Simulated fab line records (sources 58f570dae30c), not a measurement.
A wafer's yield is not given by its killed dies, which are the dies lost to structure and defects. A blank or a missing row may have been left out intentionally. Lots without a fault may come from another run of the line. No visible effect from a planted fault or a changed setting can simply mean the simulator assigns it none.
One fault through the eyes of 2 desks ; flow berkeleyCmos170 ; every desk sees just its own numbers, and what lay behind them comes last

== METROLOGY DESK ==
What the gauges read for every lot (on any tool): the sampled wafers with a number, averaged. Marked OUT: a lot whose mean sits more than 4 standard deviations from the usual mean, which makes it out of limits; the brackets give that distance.
Columns: A = cdNm at UCB170_NSD_CD_MEAS_06, usual 1200.0 nm; B = cdNm at UCB170_M1_CD_MEAS_90, usual 700.8 nm; C = M2_AL_RS at UCB170_M2_RS_MEAS_02, usual 0.0321 ohm/sq
lot;first seen here;A;B;C
L309;day 8 16:53;1199.4;701.5;0.0325
L308;day 8 17:11;1197.7;705.2;0.0318
L313;day 8 19:10;1197.6;701.1;0.0322
L307;day 8 19:27;1201.3;702.5;0.0319
L311;day 8 19:58;1199.8;704.3;0.0319
L312;day 8 20:17;1201.6;702.3;0.0325
L315;day 9 13:42;1200.1;699.3;0.0318
L320;day 10 04:34;1200.5;701.3;0.0319
L322;day 11 11:54;1200.8;694.4;0.0322
L327;day 11 12:21;1197.8;700.7;0.0325
L323;day 11 12:27;1198.5;693.5;0.0320
L325;day 11 12:40;1200.9;703.4;0.0320
L329;day 12 13:39;1199.8;700.7;0.0322
L330;day 12 14:02;1201.5;698.3;0.0326
Finding of this desk: none of the 14 lots has anything out of limits.

== TOOL OWNER'S DESK, rieDiel-01 ==
The tool's own readings at UCB170_M1_ETCH_11 (etches BARC in N2/H2): means of the sampled wafers that have a number, for each lot that ran on this tool. Marked OUT: a lot whose mean sits more than 4 standard deviations from the usual mean, which makes it out of limits; the brackets give that distance.
Columns: A = drypumpMotorCurrentA at UCB170_M1_ETCH_11, usual 5.7 A; B = oesProductAu at UCB170_M1_ETCH_11, usual 1.014 a.u.; C = throttleValvePct at UCB170_M1_ETCH_11, usual 13.27 %
lot;first seen here;A;B;C
L322;day 11 20:59;5.1;1.406 (+16) OUT;13.50
L323;day 11 23:22;5.5;1.378 (+15) OUT;13.45
This desk's verdict: out of limits on L322, L323, starting with L322 at day 11 20:59 (oesProductAu at UCB170_M1_ETCH_11). In limits: none.

== ALL TOGETHER ==
An alarm could have come from the tool owner's desk at day 11 20:59, on L322, L323.
At the metrology desk, nothing out of limits was observed.
The metrology desk has L322, L323 on record, within its limits.
The lots listed all ran UCB170_M1_ETCH_11 on rieDiel-01.

== WHAT THE SIMULATOR HAD INSERTED ==
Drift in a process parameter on rieDiel-01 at UCB170_M1_ETCH_11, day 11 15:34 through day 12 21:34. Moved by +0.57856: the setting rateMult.
Lots struck among those shown: L322, L323.
Each desk's first reading out of limits, in hours after the fault started: the tool owner's desk, 5.
